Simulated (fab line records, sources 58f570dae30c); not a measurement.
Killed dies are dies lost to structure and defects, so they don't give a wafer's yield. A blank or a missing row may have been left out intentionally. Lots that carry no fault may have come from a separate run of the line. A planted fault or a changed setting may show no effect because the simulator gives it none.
Matching of chambers | flow berkeley-cmos170 | 4 sister chambers for UCB170_V2_CMP_02 on cmp-01
The step polishes SiO2. 8 wafers are shown with their chamber, then 9 later ones without.

== WAFERS WITH THEIR CHAMBER ==
wafer  | chamber | motor-current-A (A) | edge-zone-pressure-frac
L156.3 | 0       | 15.6                | 1.002
L156.5 | 2       | 17.5                | 1.007
L160.2 | 0       | 15.6                | 1.011
L160.3 | 3       | 14.6                | 0.994
L160.4 | 1       | 17.7                | 1.002
L163.2 | 2       | 16.1                | 1.005
L163.3 | 3       | 16.1                | 1.001
L163.4 | 1       | 16.2                | 0.995

== WAFERS MISSING THEIR CHAMBER ==
wafer  | motor-current-A (A) | edge-zone-pressure-frac
L164.1 | 15.4                | 0.997
L164.3 | 16.9                | 0.995
L164.5 | 16.9                | 0.994
L168.1 | 15.8                | 1.001
L168.2 | 16.9                | 0.997
L168.5 | 16.1                | 1.006
L170.1 | 17.2                | 0.997
L170.2 | 15.0                | 1.000
L170.5 | 16.4                | 1.000

== EACH ONE'S CHAMBER ==
wafer  | from the rows above               | in truth
L164.1 | can't be placed: 3 or 1 or 0      | 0
L164.3 | can't be placed: 1 or 3 or 2      | 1
L164.5 | can't be placed: 1 or 3 or 2      | 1
L168.1 | can't be placed: 3 or 0 or 1 or 2 | 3
L168.2 | can't be placed: 1 or 3 or 2      | 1
L168.5 | can't be placed: 0 or 2 or 1 or 3 | 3
L170.1 | can't be placed: 1 or 2 or 3      | 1
L170.2 | can't be placed: 3 or 0 or 1 or 2 | 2
L170.5 | can't be placed: 1 or 3 or 2 or 0 | 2
Correctly placed: 0 of 9. Cannot be placed on the basis of these rows: 9; the candidates contain the true chamber in 9. 0 placed wrongly.
How it was worked out, from the rows above alone: a wafer's distance from a chamber is the root of the sum, over the readings, of the square of ((its reading less the chamber's mean) divided by the reading's scatter). The wafer belongs to the nearest chamber; if the next one is less than 2 further off, it can't be placed. The mean given for a chamber averages the wafers shown for that chamber. How the scatter is found: for the shown wafers, subtract from each reading the mean of its chamber, square and add these, divide the total by (wafers less chambers), then take the root.
